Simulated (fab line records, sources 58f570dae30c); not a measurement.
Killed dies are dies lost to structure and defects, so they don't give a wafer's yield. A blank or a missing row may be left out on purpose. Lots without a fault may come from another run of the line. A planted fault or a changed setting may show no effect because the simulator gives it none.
Which tool did it? | flow berkeley_cmos170 | 14 lots, 42 wafers sampled, at 5 steps of a route of 331

WHAT THE GAUGES READ, wafer by wafer
UCB170_GATE_CD_MEAS_90: target cd 350 nm.
lot  | measured     | on        | cd_nm (nm)
L245 | day 7 14:53  | cd_sem-02 | 346.5 347.0 345.6
L244 | day 7 15:21  | cd_sem-01 | 348.5 349.7 347.5
L246 | day 7 23:43  | cd_sem-01 | 350.7 351.0 350.7
L249 | day 8 07:41  | cd_sem-02 | 349.4 351.6 349.1
L247 | day 8 07:52  | cd_sem-01 | 349.9 347.5 348.6
L252 | day 8 20:26  | cd_sem-02 | 350.0 350.7 351.3
L251 | day 8 20:38  | cd_sem-02 | 350.2 350.2 350.3
L253 | day 8 20:31  | cd_sem-01 | 348.8 349.3 349.4
L255 | day 9 09:55  | cd_sem-02 | 349.3 349.0 349.2
L264 | day 11 02:26 | cd_sem-01 | 351.8 350.1 351.2
L263 | day 11 02:38 | cd_sem-01 | 351.5 354.7 350.4
L260 | day 11 02:23 | cd_sem-02 | 353.5 350.1 354.2
L266 | day 12 08:58 | cd_sem-01 | 351.8 351.6 349.8
L267 | day 12 08:46 | cd_sem-01 | 350.1 350.3 350.3

UCB170_NLDD_OVL_MEAS_07.
lot  | measured     | on         | NLDD_OVL (nm)
L245 | day 7 18:49  | overlay-02 | 2 0 12
L244 | day 7 18:56  | overlay-01 | 5 1 3
L246 | day 8 03:07  | overlay-02 | 1 0 -1
L249 | day 8 12:02  | overlay-02 | -9 -4 -4
L247 | day 8 12:20  | overlay-01 | -6 -9 -6
L252 | day 9 01:33  | overlay-01 | -2 5 1
L251 | day 9 01:11  | overlay-01 | -4 -4 0
L253 | day 9 01:26  | overlay-02 | -3 -2 -8
L255 | day 9 13:00  | overlay-02 | 5 7 3
L264 | day 11 07:09 | overlay-02 | -5 -11 -3
L263 | day 11 06:59 | overlay-01 | -2 -3 -1
L260 | day 11 06:53 | overlay-02 | -3 -4 -7
L266 | day 12 16:01 | overlay-01 | -5 -5 -3
L267 | day 12 15:57 | overlay-02 | -6 -9 2

UCB170_SPACER_THK_MEAS_01.
lot  | measured     | on            | SPACER_TEOS_THK (nm)
L245 | day 7 19:32  | film_metro-01 | 372 369 379
L244 | day 7 19:43  | film_metro-04 | 371 375 381
L246 | day 8 03:51  | film_metro-03 | 381 379 387
L249 | day 8 12:46  | film_metro-03 | 378 373 379
L247 | day 8 13:14  | film_metro-01 | 378 370 376
L252 | day 9 02:43  | film_metro-01 | 366 369 373
L251 | day 9 01:59  | film_metro-01 | 374 384 387
L253 | day 9 02:15  | film_metro-03 | 363 372 374
L255 | day 9 13:43  | film_metro-04 | 385 390 382
L264 | day 11 07:53 | film_metro-01 | 373 375 380
L263 | day 11 07:42 | film_metro-01 | 369 372 377
L260 | day 11 07:38 | film_metro-04 | 369 376 372
L266 | day 12 16:52 | film_metro-01 | 371 372 376
L267 | day 12 16:47 | film_metro-01 | 386 386 386

WHICH TOOL RAN EACH LOT (tool, then ch and the chambers of the sampled wafers, then the start)
lot  | UCB170_NVT_STRIP_08                  | UCB170_GATE_ETCH_14
L245 | plasma_asher-04 ch 1, day 6 22:34    | rie_diel-01 ch 0,1,3, day 7 14:42
L244 | plasma_asher-01 ch 1, day 6 22:52    | rie_diel-02 ch 0,1, day 7 15:10
L246 | plasma_asher-02 ch 0,1, day 7 05:39  | rie_diel-04 ch 2,3, day 7 23:30
L249 | plasma_asher-04 ch 0,1, day 7 13:28  | rie_diel-02 ch 0,2,3, day 8 07:27
L247 | plasma_asher-02 ch 0,1, day 7 14:01  | rie_diel-04 ch 0,2,3, day 8 07:35
L252 | plasma_asher-02 ch 0,1, day 8 04:14  | rie_diel-01 ch 0,1, day 8 20:13
L251 | plasma_asher-01 ch 0,1, day 8 04:35  | rie_diel-02 ch 0,1, day 8 20:25
L253 | plasma_asher-04 ch 0,1, day 8 04:58  | rie_diel-04 ch 0,2,3, day 8 20:20
L255 | plasma_asher-04 ch 0,1, day 8 15:52  | rie_diel-02 ch 0,1, day 9 09:42
L264 | plasma_asher-04 ch 0,1, day 10 10:16 | rie_diel-04 ch 0,2,3, day 11 02:15
L263 | plasma_asher-02 ch 0,1, day 10 10:30 | rie_diel-02 ch 0,1,2, day 11 02:26
L260 | plasma_asher-04 ch 0,1, day 10 10:46 | rie_diel-02 ch 1,2, day 11 02:10
L266 | plasma_asher-01 ch 0,1, day 11 13:50 | rie_diel-01 ch 1,2, day 12 08:46
L267 | plasma_asher-04 ch 0,1, day 11 14:25 | rie_diel-04 ch 1,2,3, day 12 08:32
- UCB170_NVT_STRIP_08: strips in O2.
- UCB170_GATE_ETCH_14: etches BARC in N2/H2.

WHAT THE TOOLS THEMSELVES READ (means of the sampled wafers that have a number; where no wafer has one, the mark that the record gives instead)
UCB170_NVT_STRIP_08.
lot  | tool            | drypump_motor_current_A (A) | oes_product_au (a.u.) | strip_time_to_endpoint_s (s)
L245 | plasma_asher-04 | 5.70                        | 0.731                 | 21.61
L244 | plasma_asher-01 | 6.24                        | 0.735                 | 21.62
L246 | plasma_asher-02 | 5.85                        | 0.739                 | 21.61
L249 | plasma_asher-04 | 5.86                        | 0.732                 | 21.68
L247 | plasma_asher-02 | 5.63                        | 0.740                 | 21.57
L252 | plasma_asher-02 | 5.62                        | 0.735                 | 21.64
L251 | plasma_asher-01 | 6.03                        | 0.732                 | 21.50
L253 | plasma_asher-04 | 5.86                        | 0.738                 | 21.66
L255 | plasma_asher-04 | 5.78                        | 0.736                 | 21.59
L264 | plasma_asher-04 | 5.77                        | 0.736                 | 21.64
L263 | plasma_asher-02 | 5.61                        | 0.736                 | 21.61
L260 | plasma_asher-04 | 5.87                        | 0.739                 | 21.69
L266 | plasma_asher-01 | 5.79                        | 0.732                 | 21.61
L267 | plasma_asher-04 | 5.77                        | 0.736                 | 21.64

UCB170_GATE_ETCH_14.
lot  | tool        | bias_w (W) | drypump_motor_current_A (A) | oes_product_au (a.u.) | rf_fwd_power_W (W) | throttle_valve_pct (%)
L245 | rie_diel-01 | 100.0      | 5.4                         | 1.017                 | 493.5              | 13.37
L244 | rie_diel-02 | 99.8       | 5.8                         | 0.996                 | 492.4              | 13.14
L246 | rie_diel-04 | 100.0      | 5.7                         | 0.976                 | 492.6              | 13.55
L249 | rie_diel-02 | 100.1      | 5.5                         | 1.012                 | 493.1              | 13.24
L247 | rie_diel-04 | 99.8       | 5.6                         | 0.969                 | 494.1              | 13.51
L252 | rie_diel-01 | 100.3      | 5.4                         | 1.019                 | 493.5              | 13.49
L251 | rie_diel-02 | 100.2      | 6.0                         | 0.989                 | 492.7              | 13.27
L253 | rie_diel-04 | 100.0      | 5.6                         | 0.980                 | 496.2              | 13.52
L255 | rie_diel-02 | 99.8       | 6.0                         | 0.991                 | 494.2              | 13.26
L264 | rie_diel-04 | 100.0      | 5.6                         | 0.978                 | 493.9              | 13.52
L263 | rie_diel-02 | 100.2      | 5.9                         | 0.926                 | 428.1              | 13.24
L260 | rie_diel-02 | 100.1      | 6.2                         | 0.842                 | 360.7              | 13.38
L266 | rie_diel-01 | 100.1      | 5.7                         | 0.998                 | 494.0              | 13.60
L267 | rie_diel-04 | 100.1      | 5.8                         | 0.975                 | 493.8              | 13.46

THE ANSWER, worked out from the rows above alone
Rule: what is usual is taken from the lots themselves. Put in order of their means at a reading, lots are off if they are a third of the lots or fewer, leave a main group of 4 or more, and stand apart from it by a gap of 3 or more times the standard deviation of the main group's means; of several such gaps the widest counts. A main group whose means are all the same, to the digits that the tables above print for the reading, isn't used. A lot without any number at a reading at which 4 lots or more have one is off too. The other lots that the step has rows for count as sound. The gauges are gone through in route order, then the tools' own readings, and for those a lot's mean is taken as printed above. The first step at which some lot is off is used, and at that step the reading that is off furthest; a lot without a number counts as furthest.
Off: L263, L260, at UCB170_GATE_ETCH_14 (rf_fwd_power_W). The main group: mean 493.7 W, standard deviation 0.96.
A tool fits if, at that step or a process step before it, it ran every lot that is off, and no sound lot after the first of them. One fits: rie_diel-02 at UCB170_GATE_ETCH_14. Its last sound lot is L255 (day 9 09:42), its first lot that is off L260 (day 11 02:10): a fault that began between those two fits.
The tool's own readings at UCB170_GATE_ETCH_14 bear it out: on the lots that are off they differ by more than 5 times the standard deviation of the sound lots' means. oes_product_au reads 0.884 a.u. there against 0.992 a.u. on the sound lots; rf_fwd_power_W reads 394.4 W there against 493.7 W on the sound lots.

WHAT THE SIMULATOR HAD PUT IN
Process parameter drift: rie_diel-02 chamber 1, from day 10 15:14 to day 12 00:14, at UCB170_GATE_ETCH_14. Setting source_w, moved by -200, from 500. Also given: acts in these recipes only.
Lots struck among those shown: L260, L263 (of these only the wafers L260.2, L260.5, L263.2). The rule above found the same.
